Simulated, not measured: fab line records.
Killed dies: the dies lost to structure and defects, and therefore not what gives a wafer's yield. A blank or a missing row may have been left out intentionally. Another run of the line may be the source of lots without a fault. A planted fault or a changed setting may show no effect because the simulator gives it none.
fab line records | flow berkeley_cmos170
record lots=7 | wafers=21 | last_day=12
route steps=331 shown PLDD@149 NLDD@158 M3@331
lots that met no fault: from a run of the same line without faults
start_h: hours from the record's first day to the start of the lot's first wafer shown | wait_h: hours elapsed since this lot's preceding step | " the same as in the row above | L1.1+2: one row covering several wafers at once | - either no value or no given start | * or withheld: withheld | < > ~ a bound
route shown NAME@n: NAME is a module with steps in the file, n the number in the route of the first one | usual: mean/standard deviation taken from wafers without a fault | same: alike in all rows | chamber/n: place in a boat | sites: the reading at each site | _std_site: their standard deviation | _edge_site: outer sites' mean less inner sites' | radius_mm: for every site, how far away it sits from the centre of the wafer | mask NAME#n: copy n | behind: the tool/chamber that last shaped the wafer | hold: why the lot was held/for how many hours/how that ended | device: whichever transistor did not switch (one of n, p or np) | end of line: the route-end tests of the same wafers | a step without rows: its recipe alone | killed: not the wafer's yield, but the dies lost to structure and defects at the first sort | map: dies across one wafer; x = killed, . = not, _ = none there
set.NAME: the run value of the setting; set.NAME@STEP: its run value at that earlier step | model.NAME: the simulator's own value behind a step, which no gauge read
lots at selected steps of the route; one table per step, one row per wafer
services: the hour from which a tool's chamber was out of use, counted from the record's first day as start_h (under 0 if before that day), plus the number of hours and why
## steps
# step UCB170_PLDD_PEB_04
# recipe peb_temp_c=129.6 | peb_time_s=withheld | resist=KrF
# step UCB170_PLDD_DEVELOP_05
# recipe developer=TMAH | develop_time_s=45 | resist=KrF | dev_temp_c=21
# step UCB170_PLDD_CD_MEAS_06
# recipe target_cd_nm=1200
# usual cd_nm=1200.2/1.4
lot.wafer | tool      | chamber | start_h | wait_h | cd_nm
L816.4    | cd_sem-01 | -       | 136.77  | -      | 1201.8
L816.5    | "         | -       | "       | "      | 1201.2
L816.6    | "         | -       | "       | "      | 1201.2
L824.1    | cd_sem-02 | -       | 186.36  | -      | 1198.6
L824.2    | "         | -       | "       | "      | 1199.4
L824.3    | "         | -       | "       | "      | 1199.2
L823.2    | cd_sem-01 | -       | 187.55  | -      | 1198.5
L823.4    | "         | -       | "       | "      | 1198.6
L823.6    | "         | -       | "       | "      | 1199.6
L826.4    | cd_sem-01 | -       | 191.59  | -      | 1199.0
L826.5    | "         | -       | "       | "      | 1200.0
L826.6    | "         | -       | "       | "      | 1199.6
L827.1    | cd_sem-02 | -       | 191.96  | -      | 1198.1
L827.2    | "         | -       | "       | "      | 1199.2
L827.6    | "         | -       | "       | "      | 1200.7
L833.1    | cd_sem-02 | -       | 222.64  | -      | 1202.6
L833.3    | "         | -       | "       | "      | 1201.6
L833.6    | "         | -       | "       | "      | 1201.3
L835.1    | cd_sem-02 | -       | 244.11  | -      | 1201.3
L835.5    | "         | -       | "       | "      | 1199.7
L835.6    | "         | -       | "       | "      | 1201.2
# step UCB170_PLDD_OVL_MEAS_07
# usual PLDD_OVL=2/5
lot.wafer | tool       | chamber | start_h | wait_h | PLDD_OVL[nm]
L816.4    | overlay-02 | -       | 136.85  | 0.1    | 3
L816.5    | "          | -       | "       | "      | 6
L816.6    | "          | -       | "       | "      | 6
L824.1    | overlay-01 | -       | 186.48  | 0.1    | 0
L824.2    | "          | -       | "       | "      | 0
L824.3    | "          | -       | "       | "      | 2
L823.2    | overlay-01 | -       | 187.66  | 0.1    | 4
L823.4    | "          | -       | "       | "      | 9
L823.6    | "          | -       | "       | "      | 5
L826.4    | overlay-02 | -       | 191.66  | 0.1    | 1
L826.5    | "          | -       | "       | "      | 9
L826.6    | "          | -       | "       | "      | 7
L827.1    | overlay-01 | -       | 192.08  | 0.1    | -1
L827.2    | "          | -       | "       | "      | 7
L827.6    | "          | -       | "       | "      | 0
L833.1    | overlay-01 | -       | 222.76  | 0.1    | 4
L833.3    | "          | -       | "       | "      | -2
L833.6    | "          | -       | "       | "      | -4
L835.1    | overlay-01 | -       | 244.23  | 0.1    | 9
L835.5    | "          | -       | "       | "      | 5
L835.6    | "          | -       | "       | "      | 10
# step UCB170_PLDD_IMPLANT_08
# recipe species=BF2 | dose_cm2=5e+13 | energy_kev=10 | tilt_deg=7 | rotation_deg=0
# step UCB170_PLDD_IMPLANT_09
# recipe species=BF2 | dose_cm2=5e+13 | energy_kev=10 | tilt_deg=7 | rotation_deg=180
# step UCB170_PLDD_STRIP_10
# recipe chemistry=O2 | power_w=400 | pressure_mtorr=3500 | platen_temp_c=withheld | o2_flow_sccm=400 | overash_fraction=0.5
# usual drypump_motor_current_A=5.8/0.56 | oes_product_au=0.734/0.0046 | strip_time_to_endpoint_s=21.66/0.063
lot.wafer | tool            | chamber | start_h | wait_h | drypump_motor_current_A | oes_product_au | rf_hours_counter_h | strip_time_to_endpoint_s
L816.4    | plasma_asher-03 | 1       | 137.20  | 0.1    | 6.1                     | 0.731          | -                  | 21.64
L816.5    | "               | 1       | "       | "      | 6.0                     | 0.736          | -                  | 21.69
L816.6    | "               | 0       | "       | "      | 4.9                     | 0.741          | -                  | 21.64
L824.1    | plasma_asher-02 | 1       | 186.82  | 0.1    | 5.9                     | 0.733          | 40                 | 21.71
L824.2    | "               | 0       | "       | "      | 6.2                     | 0.725          | 40                 | 21.68
L824.3    | "               | 1       | "       | "      | 5.9                     | 0.738          | -                  | 21.72
L823.2    | plasma_asher-01 | 1       | 187.99  | 0.1    | 5.1                     | 0.736          | 8                  | 21.58
L823.4    | "               | 0       | "       | "      | 6.4                     | 0.736          | -                  | 21.57
L823.6    | "               | 0       | "       | "      | 6.5                     | 0.739          | -                  | 21.58
L826.4    | plasma_asher-02 | 1       | 192.02  | 0.1    | 5.9                     | 0.739          | -                  | 21.61
L826.5    | "               | 0       | "       | "      | 6.2                     | 0.732          | -                  | 21.68
L826.6    | "               | 1       | "       | "      | 5.9                     | 0.737          | -                  | 21.63
L827.1    | plasma_asher-03 | 0       | 192.41  | 0.1    | 4.9                     | 0.736          | 49                 | 21.69
L827.2    | "               | 1       | "       | "      | 6.0                     | 0.737          | 49                 | 21.69
L827.6    | "               | 1       | "       | "      | 6.1                     | 0.739          | -                  | 21.59
L833.1    | plasma_asher-02 | 0       | 223.10  | 0.1    | 6.2                     | 0.744          | 44                 | 21.64
L833.3    | "               | 0       | "       | "      | 6.2                     | 0.735          | -                  | 21.73
L833.6    | "               | 1       | "       | "      | 5.9                     | 0.731          | -                  | 21.72
L835.1    | plasma_asher-03 | 1       | 244.57  | 0.1    | 6.0                     | 0.732          | 55                 | 21.62
L835.5    | "               | 1       | "       | "      | 6.1                     | 0.735          | -                  | 21.60
L835.6    | "               | 0       | "       | "      | 4.9                     | 0.736          | -                  | 21.65
# step UCB170_PLDD_TW_MEAS_11
# usual PLDD_TW=1007/12
lot.wafer | tool          | chamber | start_h | wait_h | PLDD_TW
L816.4    | film_metro-01 | -       | 137.30  | 0.1    | 1014
L816.5    | "             | -       | "       | "      | 1015
L816.6    | "             | -       | "       | "      | 1012
L824.1    | film_metro-01 | -       | 186.92  | 0.1    | 1010
L824.2    | "             | -       | "       | "      | 1017
L824.3    | "             | -       | "       | "      | 1021
L823.2    | film_metro-04 | -       | 188.10  | 0.1    | 1004
L823.4    | "             | -       | "       | "      | 1007
L823.6    | "             | -       | "       | "      | 1007
L826.4    | film_metro-03 | -       | 192.11  | 0.1    | 992
L826.5    | "             | -       | "       | "      | 987
L826.6    | "             | -       | "       | "      | 990
L827.1    | film_metro-01 | -       | 192.51  | 0.1    | 1016
L827.2    | "             | -       | "       | "      | 1010
L827.6    | "             | -       | "       | "      | 1014
L833.1    | film_metro-01 | -       | 223.20  | 0.1    | 1026
L833.3    | "             | -       | "       | "      | 1023
L833.6    | "             | -       | "       | "      | 1026
L835.1    | film_metro-01 | -       | 244.67  | 0.1    | 1021
L835.5    | "             | -       | "       | "      | 1020
L835.6    | "             | -       | "       | "      | 1019
# step UCB170_PLDD_CLEAN_12
# recipe chemistry=SPM | temp_c=120 | time_s=600
# step UCB170_NLDD_HMDS_00
# recipe prime_time_s=60 | prime_temp_c=100
# step UCB170_NLDD_COAT_01
# recipe resist=KrF | spin_rpm=1500 | resist_thk_nm=900
# step UCB170_NLDD_SOFTBAKE_02
# recipe resist=KrF | temp_c=130 | time_s=60
# step UCB170_NLDD_EXPOSE_03
# recipe mask_id=NSELECT | na=0.5 | sigma_outer=0.6 | source_shape=conventional | target_cd_nm=1200 | dose_mj=30
lot.wafer  | tool           | chamber | start_h | wait_h | mask      | model.NLDD.overlay_x_nm
L816.4+5+6 | krf_scanner-01 | 0       | 138.78  | 0.1    | NSELECT#0 | -0.09821
L824.1+2+3 | krf_scanner-02 | 0       | 187.82  | 0.2    | NSELECT#0 | -4.622
L823.2+4+6 | krf_scanner-02 | 0       | 189.45  | 0.1    | NSELECT#0 | 260.7
L826.4+5+6 | krf_scanner-02 | 0       | 192.95  | 0.2    | NSELECT#0 | 261
L827.1+2+6 | krf_scanner-02 | 0       | 193.22  | 0.1    | NSELECT#0 | 258.3
L833.1+3+6 | krf_scanner-01 | 0       | 224.94  | 0.2    | NSELECT#0 | -2.203
L835.1+5+6 | krf_scanner-01 | 0       | 245.66  | -      | NSELECT#0 | 0.3072
# step UCB170_NLDD_PEB_04
# recipe peb_temp_c=130 | peb_time_s=withheld | resist=KrF
# step UCB170_NLDD_DEVELOP_05
# recipe developer=TMAH | develop_time_s=45 | resist=KrF | dev_temp_c=21
# step UCB170_NLDD_CD_MEAS_06
# recipe target_cd_nm=1200
# usual cd_nm=1199.9/1.3
lot.wafer | tool      | chamber | start_h | wait_h | cd_nm
L816.4    | cd_sem-01 | -       | 139.53  | -      | 1197.9
L816.5    | "         | -       | "       | "      | 1199.6
L816.6    | "         | -       | "       | "      | 1199.1
L824.1    | cd_sem-02 | -       | 188.98  | -      | 1199.5
L824.2    | "         | -       | "       | "      | 1199.7
L824.3    | "         | -       | "       | "      | 1199.3
L823.2    | cd_sem-02 | -       | 190.17  | -      | 1201.2
L823.4    | "         | -       | "       | "      | 1200.1
L823.6    | "         | -       | "       | "      | 1200.5
L826.4    | cd_sem-02 | -       | 193.44  | -      | 1199.9
L826.5    | "         | -       | "       | "      | 1201.4
L826.6    | "         | -       | "       | "      | 1200.6
L827.1    | cd_sem-01 | -       | 193.83  | -      | 1197.4
L827.2    | "         | -       | "       | "      | 1198.1
L827.6    | "         | -       | "       | "      | 1199.2
L833.1    | cd_sem-02 | -       | 225.89  | -      | 1200.0
L833.3    | "         | -       | "       | "      | 1200.6
L833.6    | "         | -       | "       | "      | 1202.8
L835.1    | cd_sem-01 | -       | 247.12  | -      | 1202.8
L835.5    | "         | -       | "       | "      | 1201.2
L835.6    | "         | -       | "       | "      | 1201.3
# step UCB170_NLDD_OVL_MEAS_07
# usual NLDD_OVL=-1/4.1
lot.wafer | tool       | chamber | start_h | wait_h | NLDD_OVL[nm]
L816.4    | overlay-02 | -       | 139.61  | 0.1    | 3
L816.5    | "          | -       | "       | "      | 0
L816.6    | "          | -       | "       | "      | 2
L824.1    | overlay-01 | -       | 189.10  | 0.1    | -8
L824.2    | "          | -       | "       | "      | -3
L824.3    | "          | -       | "       | "      | -9
L823.2    | overlay-02 | -       | 190.28  | 0.1    | 257
L823.4    | "          | -       | "       | "      | 263
L823.6    | "          | -       | "       | "      | 258
L826.4    | overlay-01 | -       | 193.52  | 0.1    | 267
L826.5    | "          | -       | "       | "      | 259
L826.6    | "          | -       | "       | "      | 261
L827.1    | overlay-02 | -       | 193.95  | 0.1    | 261
L827.2    | "          | -       | "       | "      | 254
L827.6    | "          | -       | "       | "      | 253
L833.1    | overlay-02 | -       | 226.01  | 0.1    | -8
L833.3    | "          | -       | "       | "      | -8
L833.6    | "          | -       | "       | "      | -5
L835.1    | overlay-01 | -       | 247.24  | 0.1    | 0
L835.5    | "          | -       | "       | "      | 0
L835.6    | "          | -       | "       | "      | 3
# step UCB170_NLDD_IMPLANT_08
# recipe species=As | dose_cm2=5e+13 | energy_kev=30 | tilt_deg=7 | rotation_deg=0
# step UCB170_M3_PROBE_99
lot.wafer | tool      | chamber | start_h | wait_h | model.etest.nldd.line_ohm_um | model.etest.nldd.width_nm
L816.4    | prober-02 | -       | 171.86  | 0.2    | 1241                         | 624.2
L816.5    | prober-02 | -       | 171.91  | 0.2    | 1229                         | 627.6
L816.6    | prober-02 | -       | 171.96  | 0.2    | 1262                         | 622.4
L823.2    | prober-02 | -       | 225.87  | 0.1    | 1546                         | 501.5
L823.4    | prober-02 | -       | 225.97  | 0.2    | 1536                         | 500.1
L823.6    | prober-02 | -       | 226.07  | 0.2    | 1536                         | 503.4
L826.4    | prober-02 | -       | 228.34  | 0.2    | 1527                         | 494.2
L826.5    | prober-02 | -       | 228.39  | 0.2    | 1588                         | 491.9
L826.6    | prober-02 | -       | 228.44  | 0.2    | 1547                         | 496.5
L827.1    | prober-02 | -       | 237.35  | 0.1    | 1550                         | 498
L827.2    | prober-02 | -       | 237.40  | 0.1    | 1540                         | 500.9
L827.6    | prober-02 | -       | 237.60  | 0.2    | 1532                         | 500.7
L833.1    | prober-02 | -       | 262.31  | 0.1    | 1217                         | 629.8
L833.3    | prober-02 | -       | 262.41  | 0.2    | 1203                         | 623.3
L833.6    | prober-02 | -       | 262.56  | 0.2    | 1186                         | 636.9
L835.6    | prober-02 | -       | 280.26  | 0.2    | 1305                         | 603.3
# killed by level:class
L816.4 FIELD:geometric_particle:short=1 SPACER:geometric_particle:short=1 SILICIDE:geometric_particle:open=1
L816.5 SCREENOX:geometric_particle:open=1
L816.6 GATE:geometric_particle:open=1 CONTACT:geometric_particle:open=1
L823.2 WELLDRIVE:geometric_particle:short=1 SACOX:geometric_particle:short=1 SCREENOX:geometric_particle:open=1 GATE:geometric_particle:open=1 GATE:geometric_particle:short=1
L823.4 SPACER:geometric_particle:open=1
L823.6 SPACER:geometric_particle:open=2 SPACER:geometric_particle:short=1 SILICIDE:geometric_particle:short=1 M1:geometric_particle:short=1 M1:geometric_particle:open=1
L827.1 GATE:geometric_particle:open=2 M1:geometric_particle:short=1 V2:geometric_particle:short=1 V2:geometric_particle:open=1
L827.2 SACOX:geometric_particle:open=1 SPACER:geometric_particle:open=1
L827.6 ACTIVE:area_etch=2 SACOX:geometric_particle:short=1 SPACER:geometric_particle:open=1 SILICIDE:geometric_particle:short=1
L833.1 SPACER:geometric_particle:open=2 CONTACT:geometric_particle:open=1
L833.3 START:geometric_particle:short=1 SILICIDE:geometric_particle:open=1 V1:geometric_particle:short=1 M2:geometric_particle:short=1
L833.6 SPACER:geometric_particle:open=1
L835.6 V1:geometric_particle:short=1
## services
tool            | chamber | start_h | hours | kind
krf_scanner-02  | -       | 115.36  | -     | calibration
plasma_asher-01 | 0       | 117.75  | -     | clean
plasma_asher-01 | 1       | 117.75  | -     | clean
krf_scanner-02  | -       | 121.47  | 1.3   | pm
plasma_asher-03 | -       | 123.03  | 1.1   | repair
krf_scanner-01  | 0       | 124.61  | -     | calibration
krf_scanner-01  | -       | 132.57  | 0.8   | pm
krf_scanner-01  | -       | 149.13  | 1.3   | pm
krf_scanner-02  | -       | 154.60  | 1.0   | pm
krf_scanner-02  | 0       | 160.73  | -     | calibration
krf_scanner-02  | -       | 203.74  | 0.8   | pm
plasma_asher-01 | -       | 219.53  | 4.8   | repair
plasma_asher-02 | -       | 223.58  | 2.8   | repair
## key
first_sign step=UCB170_NLDD_OVL_MEAS_07 | reading=NLDD_OVL | direction=up | sigmas=63 | usual=-1 | struck=259
effect none on later readings
model_effect step=UCB170_NLDD_EXPOSE_03 | value=NLDD.overlay_x_nm | without=0.02897 | struck=260
model_effect step=UCB170_M3_PROBE_99 | value=etest.nldd.line_ohm_um | without=1238 | struck=1545
met_at UCB170_NLDD_EXPOSE_03
struck_wafers L823.2,L823.4,L823.6,L826.4,L826.5,L826.6,L827.1,L827.2,L827.6
sort_left_out L826.4,L826.5,L826.6
tester_left_out L823,L826,L827
onset_between 187.82 189.45
fault kind=scanner_matching_overlay | tool=krf_scanner-02 | chamber=- | onset_h=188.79 | steps=UCB170_NLDD_EXPOSE_03 | offset=260
# tester_left_out: of these lots the tester's yield and bins aren't shown, on N5 and GAA mostly nor the transistor test; their killed dies are dies lost to structure and defects alone, not to doping, threshold or leakage, so they don't give the yield
# sort_left_out: the simulated sort isn't trusted on such a fault, so these wafers' sort isn't shown, and their yield isn't known
